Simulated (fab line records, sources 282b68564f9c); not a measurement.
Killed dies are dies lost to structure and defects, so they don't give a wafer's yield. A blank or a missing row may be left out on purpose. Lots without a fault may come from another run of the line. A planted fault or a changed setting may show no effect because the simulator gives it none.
Which tool did it? | flow rit_cmos | 7 lots, 21 wafers sampled, at 2 steps of a route of 202

WHAT THE GAUGES READ, wafer by wafer
RIT_FOX2_THK_MEAS_01.
lot  | measured    | on            | FOX2_OXIDE_THK (nm)
L481 | day 2 05:37 | film_metro-03 | 344 353 353
L485 | day 2 22:59 | film_metro-02 | 354 354 348
L487 | day 3 10:43 | film_metro-03 | 357 365 359
L491 | day 4 04:11 | film_metro-02 | 336 339 334
L497 | day 5 10:11 | film_metro-04 | 352 352 355
L500 | day 6 04:11 | film_metro-02 | 341 344 346
L503 | day 6 18:45 | film_metro-02 | 348 345 352

WHICH TOOL RAN EACH LOT (tool, then ch and the chambers of the sampled wafers, then the start)
lot  | RIT_FOX2_OXIDATION_00
L481 | furnace-04 ch 0, day 2 04:19
L485 | furnace-04 ch 0, day 2 21:40
L487 | furnace-01 ch 0, day 3 09:25
L491 | furnace-01 ch 0, day 4 02:53
L497 | furnace-03 ch 0, day 5 08:53
L500 | furnace-03 ch 0, day 6 02:52
L503 | furnace-03 ch 0, day 6 17:26
- RIT_FOX2_OXIDATION_00: target thk 350.7 nm, ox time 1130 s.

THE ANSWER, worked out from the rows above alone
Rule: what is usual is taken from the lots themselves. Put in order of their means at a reading, lots are off if they are a third of the lots or fewer, leave a main group of 4 or more, and stand apart from it by a gap of 3 or more times the standard deviation of the main group's means; of several such gaps the widest counts. A main group whose means are all the same, to the digits that the tables above print for the reading, isn't used. A lot without any number at a reading at which 4 lots or more have one is off too. The other lots that the step has rows for count as sound.
No lot is off at any reading shown: from this, nothing can be told.

WHAT THE SIMULATOR HAD PUT IN
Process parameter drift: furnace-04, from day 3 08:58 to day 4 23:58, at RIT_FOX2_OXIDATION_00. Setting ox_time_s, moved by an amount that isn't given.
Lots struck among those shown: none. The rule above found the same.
